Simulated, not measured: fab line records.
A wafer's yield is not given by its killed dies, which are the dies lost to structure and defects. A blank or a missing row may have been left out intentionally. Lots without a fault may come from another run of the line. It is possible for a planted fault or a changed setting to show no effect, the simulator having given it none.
2 desks, one fault ; flow ritCmos ; numbers are kept per desk, each desk with only its own; the story behind them comes last

## METROLOGY DESK
Means of the sampled wafers that have a number, per lot and without regard to the tool the lot ran on: this is what the gauges read. The brackets show how far a lot's mean lies from the usual mean; more than 4 standard deviations puts the lot out of limits, marked OUT.
Columns: A = NWELL_OVL at RIT_NWELL_OVL_MEAS_06, usual -0.5 nm; B = NWELL_TW at RIT_NWELL_TW_MEAS_10, usual 2160; C = PWELL_OVL at RIT_PWELL_OVL_MEAS_06, usual 0.5 nm
lot;first seen here;A;B;C
L577;day 2 11:34;-1.3;2182;-0.6
L578;day 2 16:37;0.8;2177;0.6
L587;day 4 14:35;-0.9;2147;-0.9
L588;day 4 19:57;-0.7;2169;2.1
L595;day 6 07:19;0.2;2133;-0.5
L597;day 6 18:49;-0.4;2158;0.7
This desk found nothing out of limits on any of the 6 lots.

## AT THE TOOL OWNER'S DESK: lithoTrack-04
The tool's own readings at RIT_PWELL_COAT_01 (resist thk 1300 nm): means of the sampled wafers that have a number, for each lot that ran on this tool. The brackets show how far a lot's mean lies from the usual mean; more than 4 standard deviations puts the lot out of limits, marked OUT.
Columns: A = spinSpeedRpm at RIT_PWELL_COAT_01, usual 1999.9 rpm
lot;first seen here;A
L577;day 2 12:25;1999.1
L587;day 4 15:32;1999.2
L588;day 4 20:49;2000.4
This desk found nothing out of limits on any of the 3 lots.

## ALL TOGETHER
The metrology desk saw nothing out of limits.
The tool owner's desk saw nothing out of limits.

## WHAT THE SIMULATOR HAD PUT IN
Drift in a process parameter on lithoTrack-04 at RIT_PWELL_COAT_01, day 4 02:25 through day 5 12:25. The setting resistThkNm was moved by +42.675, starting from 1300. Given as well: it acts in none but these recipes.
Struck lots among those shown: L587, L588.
